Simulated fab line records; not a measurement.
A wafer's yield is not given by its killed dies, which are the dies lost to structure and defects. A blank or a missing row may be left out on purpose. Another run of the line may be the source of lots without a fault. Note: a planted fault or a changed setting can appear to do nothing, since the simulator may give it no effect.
Split-lot trial | flow rit-cmos | on a route of 202 steps: 5 lots, 23 wafers read

SPLIT DETAILS
At RIT_SPACER_CVD_03 (deposits Si3N4 from SiH2Cl2/NH3, target thk 250 nm, time 3300 s), the setting sih2cl2-flow-sccm was moved away from the recipe's 60 sccm on 15 of the 23 wafers read, by -7.5% to +10.7%. For the rest of the wafers, this setting stayed at what the recipe calls for.

Reading taken at the split's own step.

THE READING
Si3N4_of_SPACER_CVD_03.thk-nm (the simulator's own value, which no gauge read), in nm, at RIT_SPACER_CVD_03 (deposits Si3N4 from SiH2Cl2/NH3, target thk 250 nm, time 3300 s). The file does not state a usual value for it. Average 250.7 nm, standard deviation 1.3 nm, over the 8 wafers here run with the recipe.

wafer  | tool, chamber at the split | sih2cl2-flow-sccm as run, sccm | against the recipe | Si3N4_of_SPACER_CVD_03.thk-nm, nm | against lot-mates on the recipe
L078.1 | lpcvd-01, 0                | 60                             | recipe             | 253.5                             | -
L078.2 | lpcvd-01, 0                | 60                             | recipe             | 250.4                             | -
L078.5 | lpcvd-01, 0                | 60                             | recipe             | 251.8                             | -
L079.1 | -, -                       | 60                             | recipe             | 250.3                             | -
L079.2 | -, -                       | 60                             | recipe             | 249.2                             | -
L079.3 | -, -                       | 60                             | recipe             | 249.8                             | -
L079.5 | -, -                       | 60                             | recipe             | 249.8                             | -
L079.4 | -, -                       | 60                             | recipe             | 250.7                             | -
L081.1 | -, -                       | 66.4                           | +10.7%             | 257.4                             | no lot-mate on the recipe
L081.2 | -, -                       | 66.4                           | +10.7%             | 257                               | no lot-mate on the recipe
L081.3 | -, -                       | 66.4                           | +10.7%             | 256.8                             | no lot-mate on the recipe
L081.5 | -, -                       | 66.4                           | +10.7%             | 256.3                             | no lot-mate on the recipe
L081.6 | -, -                       | 66.4                           | +10.7%             | 258.3                             | no lot-mate on the recipe
L082.1 | -, -                       | 62.72                          | +4.5%              | 248.7                             | no lot-mate on the recipe
L082.3 | -, -                       | 62.72                          | +4.5%              | 247.3                             | no lot-mate on the recipe
L082.5 | -, -                       | 62.72                          | +4.5%              | 247.3                             | no lot-mate on the recipe
L082.4 | -, -                       | 62.72                          | +4.5%              | 246.9                             | no lot-mate on the recipe
L082.6 | -, -                       | 62.72                          | +4.5%              | 247.6                             | no lot-mate on the recipe
L085.1 | -, -                       | 55.53                          | -7.5%              | 242.9                             | no lot-mate on the recipe
L085.2 | -, -                       | 55.53                          | -7.5%              | 242.2                             | no lot-mate on the recipe
L085.3 | -, -                       | 55.53                          | -7.5%              | 241.8                             | no lot-mate on the recipe
L085.4 | -, -                       | 55.53                          | -7.5%              | 243                               | no lot-mate on the recipe
L085.6 | -, -                       | 55.53                          | -7.5%              | 242.5                             | no lot-mate on the recipe

FIT RESULTS
A straight line over all 23 wafers: Si3N4_of_SPACER_CVD_03.thk-nm changes by +0.703 nm for each +1% of sih2cl2-flow-sccm; r = +0.86; the points scatter about the line by 2.7 nm.
Too few moved wafers with a lot-mate on the recipe to fit a line net of each lot's own level.

THE FILE'S OWN FIT
Si3N4_of_SPACER_CVD_03.thk-nm changes by +0.703 nm for each +1% of sih2cl2-flow-sccm, r = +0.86.
